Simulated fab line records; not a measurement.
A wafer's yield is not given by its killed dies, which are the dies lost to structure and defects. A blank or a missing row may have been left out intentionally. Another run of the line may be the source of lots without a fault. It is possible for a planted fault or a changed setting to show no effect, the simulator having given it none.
Tool commonality check + flow ritCmos + Lots sampled 14, wafers sampled 42

WHY THIS WAS OPENED
2 of 14 lots carry a flag on the reading NWELL_TW at RIT_NWELL_TW_MEAS_10. No-fault wafers: 2145, standard deviation 10.
Rule: a lot is flagged in two cases, either no wafer of it has a number, or all its wafers with numbers fall more than 4 standard deviations from that mean. All remaining lots are regarded as sound.

| lot  | measured    | on           | NWELL_TW, wafer by wafer | flag    |
|------|-------------|--------------|--------------------------|---------|
| L759 | day 2 18:34 | filmMetro-02 | 2145 2127 2147           |         |
| L760 | day 3 00:08 | filmMetro-01 | 2155 2178 2160           |         |
| L761 | day 3 03:06 | filmMetro-03 | 2045 2032 2033           | FLAGGED |
| L763 | day 3 14:41 | filmMetro-03 | 2124 2129 2133           |         |
| L764 | day 3 19:46 | filmMetro-02 | 2042 2046 2042           | FLAGGED |
| L767 | day 4 08:52 | filmMetro-02 | 2136 2146 2139           |         |
| L768 | day 4 14:10 | filmMetro-02 | 2139 2136 2148           |         |
| L769 | day 4 19:53 | filmMetro-02 | 2139 2140 2151           |         |
| L770 | day 5 01:16 | filmMetro-02 | 2148 2154 2141           |         |
| L771 | day 5 05:23 | filmMetro-01 | 2144 2142 2160           |         |
| L773 | day 5 15:58 | filmMetro-01 | 2131 2149 2150           |         |
| L775 | day 6 01:19 | filmMetro-02 | 2142 2145 2141           |         |
| L776 | day 6 05:56 | filmMetro-01 | 2154 2158 2159           |         |
| L777 | day 6 12:37 | filmMetro-03 | 2141 2142 2156           |         |
The numbers of the flagged lots are 2040 on average: -105 against the usual, or -10 standard deviations.

WHICH TOOL EACH LOT WENT THROUGH
The record holds 1 process step before the reading, out of a route of 202 steps. Each cell gives the tool, then ch followed by the chambers the sampled wafers passed through, then the start.
| lot  | flag    | RIT_NWELL_IMPLANT_08           |
|------|---------|--------------------------------|
| L759 |         | implanter-04 ch 0, day 2 18:16 |
| L760 |         | implanter-04 ch 0, day 2 23:50 |
| L761 | FLAGGED | implanter-04 ch 0, day 3 02:47 |
| L763 |         | implanter-02 ch 0, day 3 14:21 |
| L764 | FLAGGED | implanter-04 ch 0, day 3 19:27 |
| L767 |         | implanter-02 ch 0, day 4 08:32 |
| L768 |         | implanter-02 ch 0, day 4 13:52 |
| L769 |         | implanter-02 ch 0, day 4 19:35 |
| L770 |         | implanter-02 ch 0, day 5 00:58 |
| L771 |         | implanter-02 ch 0, day 5 05:04 |
| L773 |         | implanter-02 ch 0, day 5 15:40 |
| L775 |         | implanter-04 ch 0, day 6 00:59 |
| L776 |         | implanter-04 ch 0, day 6 05:36 |
| L777 |         | implanter-04 ch 0, day 6 12:17 |
These steps, and what they do:
- RIT_NWELL_IMPLANT_08
- RIT_NWELL_TW_MEAS_10

FLAGGED OVER TOTAL, TOOL BY TOOL (the gauges that took the reading come last)
| step                 | tool         | lots run | flagged | share of the flagged lots | sound lots run after its first flagged lot |
|----------------------|--------------|----------|---------|---------------------------|--------------------------------------------|
| RIT_NWELL_IMPLANT_08 | implanter-02 | 7        | 0       | none                      | -                                          |
| RIT_NWELL_IMPLANT_08 | implanter-04 | 7        | 2       | all                       | 3 (L775,L776,L777)                         |
| RIT_NWELL_TW_MEAS_10 | filmMetro-01 | 4        | 0       | none                      | -                                          |
| RIT_NWELL_TW_MEAS_10 | filmMetro-02 | 7        | 1       | some                      | 5 (L767,L768,L769,L770,L775)               |
| RIT_NWELL_TW_MEAS_10 | filmMetro-03 | 3        | 1       | some                      | 2 (L763,L777)                              |

THE TABLE: WHAT IT ALLOWS
Rows of the table that ran each flagged lot: 1, that is implanter-04 at RIT_NWELL_IMPLANT_08.
- implanter-04 at RIT_NWELL_IMPLANT_08: 2 of its 7 lots flagged. Lots that were sound ran on it after the first flagged one (L775, L776, L777); a persistent fault on the entire tool would not allow that. Its own readings lie more than 4 standard deviations out on every wafer of the flagged lots: doseIonsCm2, faradayCurrentUA.
Every row of the table either missed a flagged lot or ran a sound lot after the first.

WHAT HAD BEEN PUT IN BY THE SIMULATOR
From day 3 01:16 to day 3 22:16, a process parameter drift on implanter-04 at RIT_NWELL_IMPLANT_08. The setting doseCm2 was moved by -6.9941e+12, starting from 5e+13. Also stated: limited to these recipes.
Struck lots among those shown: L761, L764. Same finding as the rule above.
